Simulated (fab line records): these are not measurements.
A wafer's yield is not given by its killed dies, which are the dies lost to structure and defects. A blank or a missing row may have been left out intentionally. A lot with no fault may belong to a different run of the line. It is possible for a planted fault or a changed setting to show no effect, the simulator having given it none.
What tool caused it? + flow berkeley_cmos170 + 21 wafers sampled from 7 lots at 1 step of a route of 331

== WHAT THE GAUGES SHOWED, per wafer ==
UCB170_CONTACT_OVL_MEAS_16.
| lot  | measured     | on         | CONTACT_OVL (nm) |
|------|--------------|------------|------------------|
| L834 | day 8 12:04  | overlay-01 | -3 -6 2          |
| L837 | day 9 02:43  | overlay-02 | -5 -6 -6         |
| L843 | day 10 01:09 | overlay-02 | 9 8 3            |
| L841 | day 10 02:26 | overlay-02 | 4 3 -3           |
| L847 | day 11 08:37 | overlay-02 | 0 3 -4           |
| L850 | day 11 21:49 | overlay-01 | 5 -1 8           |
| L854 | day 12 14:34 | overlay-01 | -4 -7 -9         |

== WHAT TOOL EACH LOT RAN ON (gives the tool, then ch and the chambers of the sampled wafers, and finally the start) ==
There is no process step in the record ahead of these readings.

== THE ANSWER, worked out from the rows above alone ==
Rule: the usual values come from the lots themselves. The widest of any qualifying gaps counts: lots, ordered by their means at a reading, are off when they make up no more than a third of the lots, leave a main group of 4 or more, and stand apart from it by 3 or more times the standard deviation of that group's means. A main group whose means are all the same, to the digits that the tables above print for the reading, isn't used. A lot without any number at a reading at which 4 lots or more have one is off too. Where the step has rows for the other lots, those lots are counted as sound.
None of the lots is off at any reading shown; this tells nothing.

== WHAT WAS PUT IN BY THE SIMULATOR ==
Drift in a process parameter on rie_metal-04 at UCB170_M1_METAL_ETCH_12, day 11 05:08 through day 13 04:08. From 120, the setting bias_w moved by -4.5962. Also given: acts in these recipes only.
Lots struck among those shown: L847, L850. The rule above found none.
